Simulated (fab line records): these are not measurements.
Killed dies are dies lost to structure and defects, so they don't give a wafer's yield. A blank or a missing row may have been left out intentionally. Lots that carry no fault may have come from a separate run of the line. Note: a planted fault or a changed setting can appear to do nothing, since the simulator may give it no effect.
The tool behind it: which one? :: flow rit-cmos :: 6 lots with 18 wafers sampled at 2 steps, on a route of 202 steps

## WHAT EACH GAUGE READ, for each wafer
RIT_CONTACT_CD_MEAS_08: target cd 1000 nm.
lot: L641
measured: day 3 09:43
on: cd-sem-02
cd-nm (nm): 1001.6 1002.2 1000.2

lot: L644
measured: day 4 02:08
on: cd-sem-01
cd-nm (nm): 1002.5 1001.9 1003.6

lot: L646
measured: day 4 11:53
on: cd-sem-02
cd-nm (nm): 998.5 1000.3 999.7

lot: L652
measured: day 5 16:13
on: cd-sem-02
cd-nm (nm): 1025.9 1086.8 1078.7

lot: L655
measured: day 6 07:26
on: cd-sem-01
cd-nm (nm): 1003.0 1002.2 1001.5

lot: L661
measured: day 7 11:56
on: cd-sem-02
cd-nm (nm): 1002.7 1001.9 1000.8

## EACH LOT AND THE TOOL THAT RAN IT (in order: tool; ch and the chambers of the sampled wafers; start)
lot: L641
RIT_CONTACT_EXPOSE_05: iline-stepper-01 ch 0, day 3 09:12

lot: L644
RIT_CONTACT_EXPOSE_05: iline-stepper-01 ch 0, day 4 01:37

lot: L646
RIT_CONTACT_EXPOSE_05: iline-stepper-02 ch 0, day 4 11:22

lot: L652
RIT_CONTACT_EXPOSE_05: iline-stepper-01 ch 0, day 5 15:31

lot: L655
RIT_CONTACT_EXPOSE_05: iline-stepper-02 ch 0, day 6 06:52

lot: L661
RIT_CONTACT_EXPOSE_05: iline-stepper-02 ch 0, day 7 11:23
- RIT_CONTACT_EXPOSE_05: exposes mask M11, target cd 1000 nm.

## THE ANSWER, worked out from the rows above alone
Rule: the lots themselves supply what counts as usual. The widest of any qualifying gaps counts: lots, ordered by their means at a reading, are off when they make up no more than a third of the lots, leave a main group of 4 or more, and stand apart from it by 3 or more times the standard deviation of that group's means. The tables above print the reading to a certain number of digits; a main group whose means all agree to those digits is not used. Also off: a lot with no number at a reading for which 4 or more lots have one. Any other lot the step has rows for is counted as sound.
Off: L652 (RIT_CONTACT_CD_MEAS_08, cd-nm). The main group has a mean of 1001.5 nm with a standard deviation of 1.1.
If a tool, at a process step before that reading, ran all the lots that are off and no sound lot after the first of them, it fits. Those tools and the gauges at RIT_CONTACT_CD_MEAS_08 are tried in the same way. One fits: iline-stepper-01 at RIT_CONTACT_EXPOSE_05. Its last sound lot is L644 (day 4 01:37), its first lot that is off L652 (day 5 15:31): a fault that began between those two fits.

## WHAT THE SIMULATOR HAD INSERTED
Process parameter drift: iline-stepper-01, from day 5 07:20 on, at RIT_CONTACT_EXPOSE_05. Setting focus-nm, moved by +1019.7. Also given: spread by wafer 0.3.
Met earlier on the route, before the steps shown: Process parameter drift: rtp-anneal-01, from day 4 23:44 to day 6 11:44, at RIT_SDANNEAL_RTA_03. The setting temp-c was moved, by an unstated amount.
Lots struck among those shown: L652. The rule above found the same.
